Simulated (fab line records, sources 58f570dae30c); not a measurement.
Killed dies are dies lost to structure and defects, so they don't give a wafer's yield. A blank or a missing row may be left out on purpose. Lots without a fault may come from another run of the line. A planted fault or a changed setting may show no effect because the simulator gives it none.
Tool commonality check | flow berkeley_cmos170 | 16 lots, 48 wafers sampled

WHY IT WAS OPENED
At UCB170_NWELL_TW_MEAS_16 the reading NWELL_TW is flagged on 4 of 16 lots. Wafers without a fault read 1246, standard deviation 6.2.
Rule: a lot is flagged when every wafer of it that has a number lies more than 4 standard deviations from that mean, or none has a number. The other lots count as sound.

lot  | measured    | on            | NWELL_TW, wafer by wafer | flag
L669 | day 2 07:09 | film_metro-02 | 1241 1247 1244           |
L670 | day 2 18:52 | film_metro-03 | 1238 1236 1241           |
L671 | day 2 20:49 | film_metro-02 | 1240 1245 1241           |
L674 | day 3 08:20 | film_metro-04 | 1243 1244 1254           |
L673 | day 3 08:40 | film_metro-03 | 1245 1245 1249           |
L675 | day 3 20:01 | film_metro-04 | 1252 1261 1253           |
L676 | day 3 20:17 | film_metro-04 | 1246 1252 1253           |
L677 | day 4 07:08 | film_metro-03 | 1246 1244 1241           |
L679 | day 4 13:55 | film_metro-02 | 1249 1248 1246           |
L680 | day 5 01:12 | film_metro-03 | 1238 1248 1243           |
L681 | day 5 01:27 | film_metro-02 | 1241 1242 1238           |
L682 | day 5 07:02 | film_metro-02 | 1243 1248 1243           |
L683 | day 5 11:38 | film_metro-04 | 1790 1794 1789           | FLAGGED
L685 | day 5 17:21 | film_metro-03 | 1770 1762 1770           | FLAGGED
L684 | day 5 17:37 | film_metro-04 | 1783 1783 1794           | FLAGGED
L686 | day 6 00:47 | film_metro-02 | 1774 1770 1777           | FLAGGED
The numbers of the flagged lots are 1780 on average: +534 against the usual, or +86 standard deviations.

WHICH TOOL RAN EACH LOT
The record holds 1 process step before the reading, out of a route of 331 steps. In each cell: the tool, then ch and the chambers that the sampled wafers went through, then the start.
lot  | flag    | UCB170_NWELL_IMPLANT_14
L669 |         | implanter-03 ch 0, day 2 06:56
L670 |         | implanter-02 ch 0, day 2 18:38
L671 |         | implanter-03 ch 0, day 2 20:34
L674 |         | implanter-04 ch 0, day 3 08:07
L673 |         | implanter-03 ch 0, day 3 08:25
L675 |         | implanter-02 ch 0, day 3 19:46
L676 |         | implanter-03 ch 0, day 3 20:02
L677 |         | implanter-04 ch 0, day 4 06:53
L679 |         | implanter-02 ch 0, day 4 13:41
L680 |         | implanter-02 ch 0, day 5 00:58
L681 |         | implanter-03 ch 0, day 5 01:14
L682 |         | implanter-02 ch 0, day 5 06:48
L683 | FLAGGED | implanter-04 ch 0, day 5 11:24
L685 | FLAGGED | implanter-04 ch 0, day 5 17:07
L684 | FLAGGED | implanter-02 ch 0, day 5 17:23
L686 | FLAGGED | implanter-03 ch 0, day 6 00:34
What these steps do:
- UCB170_NWELL_IMPLANT_14
- UCB170_NWELL_TW_MEAS_16

FLAGGED OVER TOTAL, TOOL BY TOOL (the gauges that took the reading come last)
step                    | tool          | lots run | flagged | share of the flagged lots | sound lots run after its first flagged lot
UCB170_NWELL_IMPLANT_14 | implanter-02  | 6        | 1       | some                      | 0
UCB170_NWELL_IMPLANT_14 | implanter-03  | 6        | 1       | some                      | 0
UCB170_NWELL_IMPLANT_14 | implanter-04  | 4        | 2       | some                      | 0
UCB170_NWELL_TW_MEAS_16 | film_metro-02 | 6        | 1       | some                      | 0
UCB170_NWELL_TW_MEAS_16 | film_metro-03 | 5        | 1       | some                      | 0
UCB170_NWELL_TW_MEAS_16 | film_metro-04 | 5        | 2       | some                      | 0

WHAT THE TABLE ALLOWS
No row of the table ran every flagged lot.

WHAT THE SIMULATOR HAD PUT IN
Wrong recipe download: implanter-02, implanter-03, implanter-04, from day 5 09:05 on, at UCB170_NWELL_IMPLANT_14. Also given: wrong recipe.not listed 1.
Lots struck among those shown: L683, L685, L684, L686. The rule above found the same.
